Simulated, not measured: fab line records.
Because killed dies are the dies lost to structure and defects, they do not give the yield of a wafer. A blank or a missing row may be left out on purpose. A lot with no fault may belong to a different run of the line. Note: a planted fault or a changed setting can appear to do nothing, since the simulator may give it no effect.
Which tool was responsible? + flow berkeley_cmos170 + Sampling: 15 lots, 45 wafers, 4 of 331 route steps

WHAT THE GAUGES READ, wafer by wafer
UCB170_V1_BOW_MEAS_03. Usual: V1_BOW typically reads 20 um, with standard deviation 6.6.
| lot  | measured     | on            | V1_BOW (um) | flag |
|------|--------------|---------------|-------------|------|
| L197 | day 8 13:13  | film_metro-03 | 11 14 19    |      |
| L196 | day 8 19:14  | film_metro-01 | 18 13 15    |      |
| L201 | day 9 06:51  | film_metro-02 | 20 11 19    |      |
| L198 | day 9 12:11  | film_metro-01 | 14 10 25    |      |
| L200 | day 9 12:14  | film_metro-03 | 20 15 28    |      |
| L203 | day 10 01:03 | film_metro-03 | 13 19 13    |      |
| L202 | day 10 02:22 | film_metro-02 | 25 23 23    |      |
| L205 | day 10 05:48 | film_metro-02 | 15 18 22    |      |
| L209 | day 11 01:51 | film_metro-02 | 28 30 20    |      |
| L207 | day 11 03:11 | film_metro-03 | 18 30 26    |      |
| L210 | day 11 10:54 | film_metro-01 | 21 30 27    |      |
| L214 | day 12 04:52 | film_metro-03 | 20 18 22    |      |
| L212 | day 12 06:19 | film_metro-03 | 22 19 27    |      |
| L218 | day 13 01:02 | film_metro-02 | 22 14 13    |      |
| L216 | day 13 02:05 | film_metro-01 | 25 20 19    |      |

UCB170_M3_CD_MEAS_15: the cd target is 700 nm. Usual: cd_nm at 699.8 nm, with a standard deviation of 1.2.
| lot  | measured     | on        | cd_nm (nm)        | flag |
|------|--------------|-----------|-------------------|------|
| L197 | day 9 02:43  | cd_sem-01 | 700.7 700.1 700.0 |      |
| L196 | day 9 08:45  | cd_sem-01 | 699.6 699.6 698.4 |      |
| L201 | day 9 16:44  | cd_sem-01 | 701.0 701.6 701.4 |      |
| L198 | day 10 00:23 | cd_sem-01 | 699.9 699.9 696.5 |      |
| L200 | day 10 00:50 | cd_sem-01 | 699.3 697.6 698.9 |      |
| L203 | day 10 13:30 | cd_sem-02 | 702.2 701.1 702.5 |      |
| L202 | day 10 14:02 | cd_sem-02 | 699.8 700.0 700.0 |      |
| L205 | day 10 16:20 | cd_sem-01 | 699.2 699.2 699.1 |      |
| L209 | day 11 10:52 | cd_sem-02 | 699.0 697.9 698.7 |      |
| L207 | day 11 12:28 | cd_sem-01 | 699.6 698.9 701.5 |      |
| L210 | day 12 03:12 | cd_sem-01 | 699.0 697.6 698.5 |      |
| L214 | day 12 21:35 | cd_sem-02 | 699.3 697.7 697.9 |      |
| L212 | day 12 21:23 | cd_sem-02 | 699.6 699.1 698.5 |      |
| L218 | day 13 15:10 | cd_sem-01 | 701.3 700.1 701.9 |      |
| L216 | day 13 14:54 | cd_sem-01 | 699.2 698.5 699.1 |      |

UCB170_M3_CD_MEAS_90: the cd target is 700 nm. Usual: cd_nm at 700 nm, with a standard deviation of 3.1.
| lot  | measured     | on        | cd_nm (nm)  | flag |
|------|--------------|-----------|-------------|------|
| L197 | day 9 03:24  | cd_sem-01 | 698 694 699 |      |
| L196 | day 9 09:14  | cd_sem-02 | 695 699 693 |      |
| L201 | day 9 17:13  | cd_sem-02 | 703 705 704 |      |
| L198 | day 10 00:52 | cd_sem-02 | 701 700 693 |      |
| L200 | day 10 01:19 | cd_sem-01 | 702 705 702 |      |
| L203 | day 10 13:59 | cd_sem-01 | 707 704 708 |      |
| L202 | day 10 14:31 | cd_sem-01 | 702 706 701 |      |
| L205 | day 10 16:50 | cd_sem-02 | 694 698 697 |      |
| L209 | day 11 11:20 | cd_sem-01 | 698 702 698 |      |
| L207 | day 11 12:57 | cd_sem-01 | 701 700 704 |      |
| L210 | day 12 03:41 | cd_sem-02 | 698 696 699 |      |
| L214 | day 12 22:04 | cd_sem-02 | 698 701 699 |      |
| L212 | day 12 21:52 | cd_sem-01 | 700 699 698 |      |
| L218 | day 13 15:40 | cd_sem-02 | 704 701 705 |      |
| L216 | day 13 15:23 | cd_sem-02 | 702 702 702 |      |

TOOL THAT RAN EACH LOT (tool first, then ch and the chambers of the sampled wafers, then the start)
| lot  | UCB170_M2_METAL_ETCH_18           |
|------|-----------------------------------|
| L197 | rie_metal-03 ch 0,1, day 8 19:58  |
| L196 | rie_metal-01 ch 0,1, day 9 01:19  |
| L201 | rie_metal-03 ch 1, day 9 10:57    |
| L198 | rie_metal-02 ch 0, day 9 17:54    |
| L200 | rie_metal-03 ch 0,1, day 9 18:14  |
| L203 | rie_metal-02 ch 1, day 10 07:01   |
| L202 | rie_metal-01 ch 0,1, day 10 07:28 |
| L205 | rie_metal-03 ch 0,1, day 10 10:43 |
| L209 | rie_metal-03 ch 0,1, day 11 05:49 |
| L207 | rie_metal-02 ch 0,1, day 11 07:38 |
| L210 | rie_metal-03 ch 0, day 11 20:04   |
| L214 | rie_metal-02 ch 0,1, day 12 14:50 |
| L212 | rie_metal-01 ch 0,1, day 12 14:32 |
| L218 | rie_metal-02 ch 1, day 13 08:23   |
| L216 | rie_metal-01 ch 0,1, day 13 08:16 |
- UCB170_M2_METAL_ETCH_18: etches Al in Cl2/BCl3, stops on SiO2, target depth 1170 nm, time 195 s.

WHAT THE TOOLS THEMSELVES READ (means of the sampled wafers that have a number; where no wafer has one, the mark that the record gives instead)
UCB170_M2_METAL_ETCH_18. Usual: drypump_motor_current_A 5.51 A, standard deviation 0.24; he_backside_leak_sccm 3.3 sccm, standard deviation 0.38; oes_product_au 0.864 a.u., standard deviation 0.013; rf_fwd_power_W 598.0 W, standard deviation 2; throttle_valve_pct 24.45 %, standard deviation 0.29.
| lot  | tool         | drypump_motor_current_A (A) | he_backside_leak_sccm (sccm) | oes_product_au (a.u.) | rf_fwd_power_W (W) | throttle_valve_pct (%) | flag |
|------|--------------|-----------------------------|------------------------------|-----------------------|--------------------|------------------------|------|
| L197 | rie_metal-03 | 5.42                        | 3.3                          | 0.875                 | 598.6              | 24.77                  |      |
| L196 | rie_metal-01 | 5.85                        | 3.3                          | 0.864                 | 597.5              | 24.25                  |      |
| L201 | rie_metal-03 | 5.29                        | 3.0                          | 0.881                 | 600.6              | 24.55                  |      |
| L198 | rie_metal-02 | 5.22                        | 3.0                          | 0.851                 | 595.0              | 24.40                  |      |
| L200 | rie_metal-03 | 5.36                        | 3.1                          | 0.878                 | 599.3              | 24.65                  |      |
| L203 | rie_metal-02 | 5.52                        | 3.6                          | 0.860                 | 599.2              | 24.43                  |      |
| L202 | rie_metal-01 | 5.87                        | 3.4                          | 0.856                 | 595.1              | 24.20                  |      |
| L205 | rie_metal-03 | 5.41                        | 3.3                          | 0.873                 | 600.6              | 24.77                  |      |
| L209 | rie_metal-03 | 5.35                        | 3.1                          | 0.878                 | 598.2              | 24.66                  |      |
| L207 | rie_metal-02 | 5.42                        | 3.4                          | 0.859                 | 598.2              | 24.42                  |      |
| L210 | rie_metal-03 | 5.50                        | 3.3                          | 0.879                 | 599.4              | 24.89                  |      |
| L214 | rie_metal-02 | 5.40                        | 3.5                          | 0.852                 | 598.3              | 24.43                  |      |
| L212 | rie_metal-01 | 5.85                        | 3.4                          | 0.859                 | 594.8              | 24.21                  |      |
| L218 | rie_metal-02 | 5.51                        | 3.7                          | 0.862                 | 597.7              | 24.45                  |      |
| L216 | rie_metal-01 | 5.85                        | 3.2                          | 0.853                 | 595.9              | 24.21                  |      |

THE ANSWER, worked out from the rows above alone
Rule: take the mean of a lot's wafers that have a number; if it is more than 3 standard deviations from the usual mean, the lot is off. A lot without any number at a reading at which 4 lots or more have one is off too. Where the step has rows for the other lots, those lots are counted as sound. First the gauges in route order, then the tools' own readings, where a lot's mean is used as printed above. The first step at which some lot is off is used, and at that step the reading that is off furthest; a lot without a number counts as furthest.
Across all readings shown, no lot is off: no conclusion can be drawn from this.

WHAT THE SIMULATOR HAD PUT IN
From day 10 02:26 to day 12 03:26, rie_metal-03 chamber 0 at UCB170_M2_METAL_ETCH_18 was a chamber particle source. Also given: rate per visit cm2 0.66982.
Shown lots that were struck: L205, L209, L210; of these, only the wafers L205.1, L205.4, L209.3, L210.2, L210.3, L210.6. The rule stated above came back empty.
